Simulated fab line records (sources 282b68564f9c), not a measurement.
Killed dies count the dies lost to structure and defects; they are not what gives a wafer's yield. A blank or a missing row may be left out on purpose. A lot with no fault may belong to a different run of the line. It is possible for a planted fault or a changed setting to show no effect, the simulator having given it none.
One fault through the eyes of 2 desks -- flow ritCmos -- what lay behind the numbers comes last; until then each desk has only its own

## AT THE METROLOGY DESK
Lot by lot, what the gauges showed, no matter which tool ran the lot: averages of those sampled wafers that carry a number. Any lot whose mean is over 4 standard deviations away from the usual mean is out of limits and marked OUT; that distance is given in the brackets.
Columns: A = GATE_OXIDE_THK at RIT_GATE_THK_MEAS_07, usual 2.99 nm; B = NLDD_OVL at RIT_NLDD_OVL_MEAS_06, usual -0.6 nm; C = M1_AL_RS at RIT_M1_RS_MEAS_01, usual 0.0732 ohm/sq; D = M1_AL_THK at RIT_M1_THK_MEAS_02, usual 408 nm
lot,first seen here,A,B,C,D
L909,day 2 09:50,3.08,-1.6,0.0729,412
L910,day 2 14:45,3.06,0.8,0.0745,401
L912,day 3 01:04,3.07,-0.5,0.0734,408
L913,day 3 09:14,2.97,-1.0,0.0736,404
L917,day 4 11:34,2.93,-2.2,0.0734,404
L918,day 4 15:44,3.07,-1.5,0.0712,418
L920,day 4 23:16,2.94,2.0,0.0740,405
L922,day 5 03:53,3.04,1.3,0.0731,412
L923,day 5 08:40,2.92,-1.0,0.0737,404
L924,day 5 14:01,2.97,-2.8,0.0736,405
L927,day 6 05:18,3.01,0.9,0.0918 (+17) OUT,326 (-13) OUT
L928,day 6 11:10,2.97,-0.3,0.0912 (+16) OUT,330 (-13) OUT
L929,day 6 13:49,2.86,0.2,0.0735,408
L930,day 6 19:29,2.90,1.3,0.0720,416
Per this desk, out of limits: L927, L928; the first was L927, day 7 00:35 (M1_AL_RS at RIT_M1_RS_MEAS_01). L909, L910, L912, L913, L917, L918, L920, L922, L923, L924, L929, L930: within limits.

## DESK OF THE TOOL OWNER: pvdSputter-02
The tool's own readings at RIT_M1_SPUTTER_00 (material Al, target thk 400 nm, time 500 s): means of the sampled wafers that have a number, for each lot that ran on this tool. Any lot whose mean is over 4 standard deviations away from the usual mean is out of limits and marked OUT; that distance is given in the brackets.
Columns: A = cathodeDcPowerW at RIT_M1_SPUTTER_00, usual 2000.0 W; B = throttleValvePct at RIT_M1_SPUTTER_00, usual 30.6 %
lot,first seen here,A,B
L909,day 3 04:57,2000.0,30.7
L913,day 4 05:19,2000.1,31.0
L917,day 5 07:41,2000.0,30.6
L920,day 5 18:13,2000.3,30.3
L922,day 5 23:20,1999.5,30.7
L923,day 6 05:34,1999.8,31.2
L927,day 7 00:22,1999.8,32.5
L928,day 7 05:55,1999.8,32.4
This desk's verdict: no lot among the 8 shows anything out of limits.

## ALL TOGETHER
At day 7 00:35 the metrology desk could have sounded an alarm, on L927, L928.
Nothing out of limits was seen by the tool owner's desk.
The tool owner's desk has L927, L928 on record, within its limits.
RIT_M1_SPUTTER_00 was run on pvdSputter-02 by each of the lots named.

## WHAT THE SIMULATOR HAD INSERTED
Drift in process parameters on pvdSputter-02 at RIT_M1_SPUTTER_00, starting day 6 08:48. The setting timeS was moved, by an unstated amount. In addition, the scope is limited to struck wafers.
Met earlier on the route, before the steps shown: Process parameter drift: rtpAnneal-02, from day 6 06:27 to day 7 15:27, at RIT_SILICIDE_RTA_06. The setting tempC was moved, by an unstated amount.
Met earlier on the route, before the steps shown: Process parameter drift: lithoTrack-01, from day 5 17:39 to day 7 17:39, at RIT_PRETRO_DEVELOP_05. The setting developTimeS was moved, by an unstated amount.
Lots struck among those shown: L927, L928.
Delay in hours, fault start to first out-of-limits reading, per desk: metrology desk 16.
